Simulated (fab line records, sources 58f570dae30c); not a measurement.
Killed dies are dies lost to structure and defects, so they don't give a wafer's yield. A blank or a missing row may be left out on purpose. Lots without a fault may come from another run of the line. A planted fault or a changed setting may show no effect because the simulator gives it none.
Which tool did it? | flow berkeley_cmos170 | 15 lots, 45 wafers sampled, at 4 steps of a route of 331

WHAT THE GAUGES READ, wafer by wafer
UCB170_PFIELD_TW_MEAS_09. Usual: PFIELD_TW 600, standard deviation 6.
lot  | measured    | on            | PFIELD_TW   | flag
L293 | day 5 06:50 | film_metro-03 | 592 591 593 |
L294 | day 5 13:57 | film_metro-01 | 601 601 604 |
L295 | day 5 14:12 | film_metro-01 | 602 600 599 |
L296 | day 6 08:37 | film_metro-04 | 606 606 606 |
L297 | day 6 08:55 | film_metro-01 | 601 603 601 |
L298 | day 6 12:52 | film_metro-01 | 600 600 597 |
L299 | day 6 21:59 | film_metro-04 | 606 608 604 |
L301 | day 6 22:09 | film_metro-03 | 595 596 593 |
L300 | day 6 22:16 | film_metro-01 | 601 600 598 |
L302 | day 7 10:55 | film_metro-04 | 608 611 608 |
L304 | day 7 18:06 | film_metro-04 | 609 609 608 |
L306 | day 8 07:32 | film_metro-01 | 595 606 599 |
L308 | day 8 07:33 | film_metro-04 | 604 608 605 |
L309 | day 8 17:55 | film_metro-04 | 607 604 606 |
L313 | day 9 18:37 | film_metro-03 | 596 595 595 |

UCB170_SDANNEAL_RS_MEAS_02: measures by four-point-probe. Usual: PSD_RS 75.5 ohm/sq, standard deviation 0.33.
lot  | measured     | on            | PSD_RS (ohm/sq)               | flag
L293 | day 8 06:41  | film_metro-02 | 74.9 75.3 75.4                |
L294 | day 8 16:08  | film_metro-01 | 75.0 75.0 75.3                |
L295 | day 8 16:21  | film_metro-03 | 75.9 76.0 75.5                |
L296 | day 9 02:17  | film_metro-01 | 75.7 75.9 75.7                |
L297 | day 9 03:14  | film_metro-01 | 75.6 75.7 75.4                |
L298 | day 9 02:44  | film_metro-02 | 75.5 75.9 75.4                |
L299 | day 9 19:09  | film_metro-03 | 75.3 75.7 75.4                |
L301 | day 9 19:34  | film_metro-01 | 75.2 75.7 75.5                |
L300 | day 9 18:40  | film_metro-01 | 74.9 74.8 74.6                |
L302 | day 10 01:28 | film_metro-03 | 75.4 75.3 75.5                |
L304 | day 10 18:25 | film_metro-02 | 71.9 71.9 72.2 71.9 72.0 72.1 | OFF
L306 | day 11 07:11 | film_metro-01 | 71.8 71.8 71.3 71.9 71.7 71.2 | OFF
L308 | day 11 06:19 | film_metro-03 | 75.7 75.8 75.3                |
L309 | day 11 18:29 | film_metro-02 | 71.6 71.9 72.0 71.6 71.8 71.7 | OFF
L313 | day 12 18:37 | film_metro-03 | 75.7 75.9 75.8                |

UCB170_SDANNEAL_RS_MEAS_03: measures by four-point-probe. Usual: NSD_RS 37.54 ohm/sq, standard deviation 0.081.
lot  | measured     | on            | NSD_RS (ohm/sq)                     | flag
L293 | day 8 06:49  | film_metro-02 | 37.57 37.58 37.47                   |
L294 | day 8 16:16  | film_metro-01 | 37.59 37.49 37.50                   |
L295 | day 8 16:28  | film_metro-03 | 37.61 37.63 37.55                   |
L296 | day 9 02:24  | film_metro-01 | 37.64 37.65 37.57                   |
L297 | day 9 03:22  | film_metro-01 | 37.54 37.51 37.48                   |
L298 | day 9 02:51  | film_metro-02 | 37.67 37.56 37.56                   |
L299 | day 9 19:16  | film_metro-03 | 37.39 37.52 37.41                   |
L301 | day 9 19:41  | film_metro-01 | 37.48 37.53 37.42                   |
L300 | day 9 18:47  | film_metro-01 | 37.60 37.59 37.53                   |
L302 | day 10 01:35 | film_metro-03 | 37.59 37.64 37.62                   |
L304 | day 11 01:49 | film_metro-02 | 36.83 36.87 36.74 36.91 36.95 36.81 | OFF
L306 | day 11 15:34 | film_metro-01 | 36.64 36.61 36.65 36.66 36.74 36.60 | OFF
L308 | day 11 06:26 | film_metro-03 | 37.58 37.48 37.49                   |
L309 | day 11 22:16 | film_metro-03 | 36.85 36.81 36.91 36.90 36.81 36.77 | OFF
L313 | day 12 18:44 | film_metro-03 | 37.52 37.55 37.60                   |

WHICH TOOL RAN EACH LOT (tool, then ch and the chambers of the sampled wafers, then the start)
lot  | UCB170_SDANNEAL_RTA_01
L293 | rtp_anneal-02 ch 0, day 8 06:37
L294 | rtp_anneal-02 ch 0, day 8 16:04
L295 | rtp_anneal-01 ch 0, day 8 16:17
L296 | rtp_anneal-02 ch 0, day 9 02:13
L297 | rtp_anneal-01 ch 0, day 9 03:09
L298 | rtp_anneal-01 ch 0, day 9 02:40
L299 | rtp_anneal-01 ch 0, day 9 19:04
L301 | rtp_anneal-02 ch 0, day 9 19:29
L300 | rtp_anneal-02 ch 0, day 9 18:37
L302 | rtp_anneal-02 ch 0, day 10 01:23
L304 | rtp_anneal-02 ch 0, day 10 18:21
L306 | rtp_anneal-02 ch 0, day 11 07:04
L308 | rtp_anneal-01 ch 0, day 11 06:14
L309 | rtp_anneal-02 ch 0, day 11 18:24
L313 | rtp_anneal-01 ch 0, day 12 18:33
- UCB170_SDANNEAL_RTA_01: time 5 s.

WHAT THE TOOLS THEMSELVES READ (means of the sampled wafers that have a number; where no wafer has one, the mark that the record gives instead)
UCB170_SDANNEAL_RTA_01. Usual: anneal_temp_c_max 1053.8, standard deviation 1.5; lamp_power_pct 39 %, standard deviation 5.2; wafer_temp_C_max 1055.3, standard deviation 1.7.
lot  | tool          | anneal_temp_c_max | lamp_power_pct (%) | wafer_temp_C_max | flag
L293 | rtp_anneal-02 | 1052.5            | 34                 | 1057.5           |
L294 | rtp_anneal-02 | 1052.2            | 34                 | 1057.6           |
L295 | rtp_anneal-01 | 1054.6            | 44                 | 1053.7           |
L296 | rtp_anneal-02 | 1053.0            | 34                 | 1055.9           |
L297 | rtp_anneal-01 | 1055.1            | 44                 | 1053.5           |
L298 | rtp_anneal-01 | 1056.0            | 44                 | 1054.4           |
L299 | rtp_anneal-01 | 1053.7            | 44                 | 1053.8           |
L301 | rtp_anneal-02 | 1052.0            | 34                 | 1056.0           |
L300 | rtp_anneal-02 | 1052.0            | 34                 | 1056.3           |
L302 | rtp_anneal-02 | 1052.4            | 34                 | 1055.5           |
L304 | rtp_anneal-02 | 1052.4            | 34                 | 1057.6           |
L306 | rtp_anneal-02 | 1052.8            | 34                 | 1056.6           |
L308 | rtp_anneal-01 | 1054.2            | 44                 | 1054.5           |
L309 | rtp_anneal-02 | 1052.7            | 34                 | 1056.7           |
L313 | rtp_anneal-01 | 1055.0            | 44                 | 1053.7           |

THE ANSWER, worked out from the rows above alone
Rule: a lot is off if the mean of its wafers that have a number lies more than 3 standard deviations from the usual mean. A lot without any number at a reading at which 4 lots or more have one is off too. The other lots that the step has rows for count as sound. The gauges are gone through in route order, then the tools' own readings, and for those a lot's mean is taken as printed above. The first step at which some lot is off is used, and at that step the reading that is off furthest; a lot without a number counts as furthest.
Off: L304, L306, L309, at UCB170_SDANNEAL_RS_MEAS_02 (PSD_RS).
A tool fits if, at a process step before that reading, it ran every lot that is off, and no sound lot after the first of them. The gauges at UCB170_SDANNEAL_RS_MEAS_02 are tried like those tools. One fits: rtp_anneal-02 at UCB170_SDANNEAL_RTA_01. Its last sound lot is L302 (day 10 01:23), its first lot that is off L304 (day 10 18:21): a fault that began between those two fits.

WHAT THE SIMULATOR HAD PUT IN
Process parameter drift: rtp_anneal-02, from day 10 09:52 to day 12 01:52, at UCB170_SDANNEAL_RTA_01. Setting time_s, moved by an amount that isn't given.
Lots struck among those shown: L304, L306, L309. The rule above found the same.
